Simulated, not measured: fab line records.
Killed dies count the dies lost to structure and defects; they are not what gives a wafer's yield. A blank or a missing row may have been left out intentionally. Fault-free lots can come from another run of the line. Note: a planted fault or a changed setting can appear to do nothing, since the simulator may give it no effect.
Struck lot and sound lot, side by side / flow ritCmos / 15 steps out of a route of 202
Sound: these wafers, L722.2, L722.3, L722.5. Struck: wafer L736.3. (L736.4, L736.5 of the same lot were not struck and are left out.) The cause comes at the end.
At each step with rows: each side's tool, then ch and its chambers, then its first start. Under that, the readings that differ: sound wafers / struck wafers / difference of the means / sigmas: that difference in standard deviations of wafers without a fault.
alike: words and numbers the same on both sides, and readings whose means are apart by under 2 such deviations; not compared: readings that were withheld, readings missing a value for some wafer, numbers with overlapping values and no deviation given by the record, and bounds like >300 which may hide the same value.
A row with sigmas, a row that says differs or no value, or rows on one side alone: a step with any of these is where the two part. When numbers do not overlap yet have no deviation, they are printed without sigmas and do not part them. Lack of a reading on every wafer of one side parts them only where that side has two or more wafers.

RIT_GATE_THK_MEAS_07:
  sound on filmMetro-02 at day 3 02:20; struck on filmMetro-01 at day 5 21:59
  alike: GATE_OXIDE_THK
then, 1 step without rows for these wafers: RIT_GATE_CVD_08 (deposits poly-Si from SiH4, target thk 250 nm, time 2220 s).
RIT_GATE_THK_MEAS_09:
  sound on filmMetro-02 at day 3 04:01; struck on filmMetro-01 at day 6 00:28
  alike: GATE_POLY_THK
then, 2 steps without rows for these wafers: RIT_GATE_HMDS_10 (prime time 60 s); RIT_GATE_COAT_11 (resist thk 850 nm).
RIT_GATE_SOFTBAKE_12: time 61.23 s.
  sound on lithoTrack-03 ch 0, day 3 04:23; struck on lithoTrack-04 ch 0, day 6 00:52
  alike: plateSensorTCentreC, plateSensorTEdgeC
then, 3 steps without rows for these wafers: RIT_GATE_EXPOSE_13 (exposes mask M6, target cd 150 nm); RIT_GATE_PEB_14; RIT_GATE_DEVELOP_15 (develop time 50 s).
RIT_GATE_CD_MEAS_16: target cd 150 nm.
  sound on cdSem-02 at day 3 04:56; struck on cdSem-02 at day 6 01:24
  alike: cdNm
RIT_GATE_OVL_MEAS_17:
  sound on overlay-02 at day 3 05:02; struck on overlay-02 at day 6 01:29
  alike: GATE_OVL
then, 1 step without rows for these wafers: RIT_GATE_HARDBAKE_18 (time 60 s).
RIT_GATE_ETCH_19: etches poly-Si in SF6/CHF3/O2, stops on SiO2, time 165 s, target depth 312.5 nm.
  sound on rieSi-02 ch 1,2,3, day 3 05:13; struck on rieSi-02 ch 0, day 6 01:40
reading=oesProductAu (a.u.); sound=0.826 0.841 0.849; struck=0.944; difference=+0.105; sigmas=+8
reading=overEtchFrac; sound=0.25 0.25 0.25; struck=0.073939; difference=-0.176061; sigmas=
reading=model.NOVOLAK_of_GATE_COAT_11.thkNm (nm); sound=667.1 663.9 664.1; struck=678.8; difference=+13.8; sigmas=
  alike: chamberPressureMTorr, drypumpMotorCurrentA, throttleValvePct
  not compared: rfHoursCounterH
RIT_GATE_STRIP_20: strips in O2, time 180 s.
  sound on plasmaAsher-01 ch 0,1, day 3 05:20; struck on plasmaAsher-04 ch 1, day 6 01:50
  alike: chamberPressureMTorr, drypumpMotorCurrentA
  not compared: rfHoursCounterH
RIT_M1_PROBE_99:
  sound on prober-02 at day 4 01:37; struck on prober-02 at day 7 00:36
reading=killedAtContacts; sound=0 0 0; struck=1; difference=+1; sigmas=+4
reading=model.etest.polyCombOverSteps.leakLog10AUm; sound=-12.77 -12.68 -12.74; struck=-9.636; difference=+3.094; sigmas=
  alike: killedAtFrontEnd, killedDies, killedOpen, killedShort

== WHERE THEY PART ==
At RIT_GATE_ETCH_19 first; at RIT_M1_PROBE_99 last (within this record only).

WHY: what had been put in by the simulator
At RIT_GATE_ETCH_19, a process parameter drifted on rieSi-02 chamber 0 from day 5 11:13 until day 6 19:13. A move of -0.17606 in setting overEtchFrac, from 0.25.
